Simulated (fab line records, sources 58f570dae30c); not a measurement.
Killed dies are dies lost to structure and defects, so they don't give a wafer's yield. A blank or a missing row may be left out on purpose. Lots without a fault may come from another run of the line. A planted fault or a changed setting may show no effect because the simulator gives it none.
A struck lot beside a sound one | flow berkeley_cmos170 | 15 steps out of a route of 331
Sound: wafers L436.3, L436.4, L436.5. Struck: wafers L442.1, L442.3, L442.4. The cause comes at the end.
At each step with rows: each side's tool, then ch and its chambers, then its first start. Under that, the readings that differ: sound wafers | struck wafers | difference of the means | sigmas: that difference in standard deviations of wafers without a fault.
alike: readings whose means differ by less than 2 such deviations, and words and numbers that are the same on both sides. not compared: withheld readings, readings that some wafer has no value for, bounds like >300 that may hide the same value, and numbers for which the record gives no deviation and whose values overlap.
The two part at a step that has a row with sigmas, a row that says differs or no value, or rows on one side only. Numbers that don't overlap but have no deviation are shown without sigmas and don't part them. A reading that every wafer of one side lacks parts them only if that side has two wafers or more.

first, 2 steps without rows for these wafers: UCB170_GATE_ANNEAL_03 (time 1800 s); UCB170_GATE_CVD_04 (deposits poly-Si from SiH4, time 1440 s, target thk 214 nm).
UCB170_GATE_THK_MEAS_05:
  sound on film_metro-03, day 6 15:10; struck on film_metro-03, day 8 11:11
  alike: GATE_POLY_THK
then, 6 steps without rows for these wafers: UCB170_GATE_COAT_06; UCB170_GATE_COAT_07 (resist thk 900 nm); UCB170_GATE_SOFTBAKE_08 (time 60 s); UCB170_GATE_EXPOSE_09 (exposes mask POLY, target cd 350 nm); UCB170_GATE_PEB_10; UCB170_GATE_DEVELOP_11 (develop time 45 s).
UCB170_GATE_CD_MEAS_12: target cd 350 nm.
  sound on cd_sem-01, day 6 16:33; struck on cd_sem-01, day 8 12:56
  alike: cd_nm
UCB170_GATE_OVL_MEAS_13:
  sound on overlay-02, day 6 16:38; struck on overlay-02, day 8 13:04
  alike: GATE_OVL
UCB170_GATE_ETCH_14: etches BARC in N2/H2.
  sound on rie_diel-02 ch 0,1,2, day 6 16:40; struck on rie_diel-01 ch 0,2,3, day 8 13:06
  alike: drypump_motor_current_A, oes_product_au, rf_fwd_power_W, throttle_valve_pct
UCB170_GATE_ETCH_15: etches poly-Si in HBr/Cl2, stops on SiO2, time 56.3 s, target depth 278.2 nm.
  sound on rie_si-01 ch 1,2,3, day 6 16:42; struck on rie_si-01 ch 1,2, day 8 13:08
  reading                               | sound             | struck            | difference | sigmas
  oes_product_au (a.u.)                 | 0.824 0.840 0.816 | 0.962 0.940 0.942 | +0.121     | +11
  over_etch_frac                        | 0.3 0.3 0.3       | 0.06 0.06 0.06    | -0.24      |
  model.KrF_of_GATE_COAT_07.thk_nm (nm) | 777.5 779.1 778.2 | 799.2 796 796.7   | +19.0      |
  alike: HBr_flow_sccm, drypump_motor_current_A, rf_fwd_power_W, throttle_valve_pct
  not compared: rf_hours_counter_h
UCB170_GATE_STRIP_16: strips in O2.
  sound on plasma_asher-02 ch 0,1, day 6 16:47; struck on plasma_asher-01 ch 0,1, day 8 13:11
  alike: drypump_motor_current_A, oes_product_au
  not compared: rf_hours_counter_h
UCB170_M3_PROBE_99:
  sound on prober-01, day 8 10:18; struck on prober-02, day 10 12:56
  reading                    | sound          | struck         | difference | sigmas
  model.etest.pldd.rs_ohm_sq | 1116 1122 1123 | 1124 1146 1132 | +14        |
  not compared: model.etest.nldd.rs_ohm_sq, model.etest.poly_comb_over_steps.leak_log10_a_um, model.etest.poly_comb_over_steps.over_limit, model.etest.antenna_poly.vt_shift_v

WHERE THEY PART
Only at UCB170_GATE_ETCH_15, within this record. Later steps at which nothing parts them and some readings are alike: UCB170_GATE_STRIP_16.

WHY: what the simulator had put in
Process parameter drift: rie_si-01, from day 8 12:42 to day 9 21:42, at UCB170_GATE_ETCH_15. Setting over_etch_frac, moved by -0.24, from 0.3.
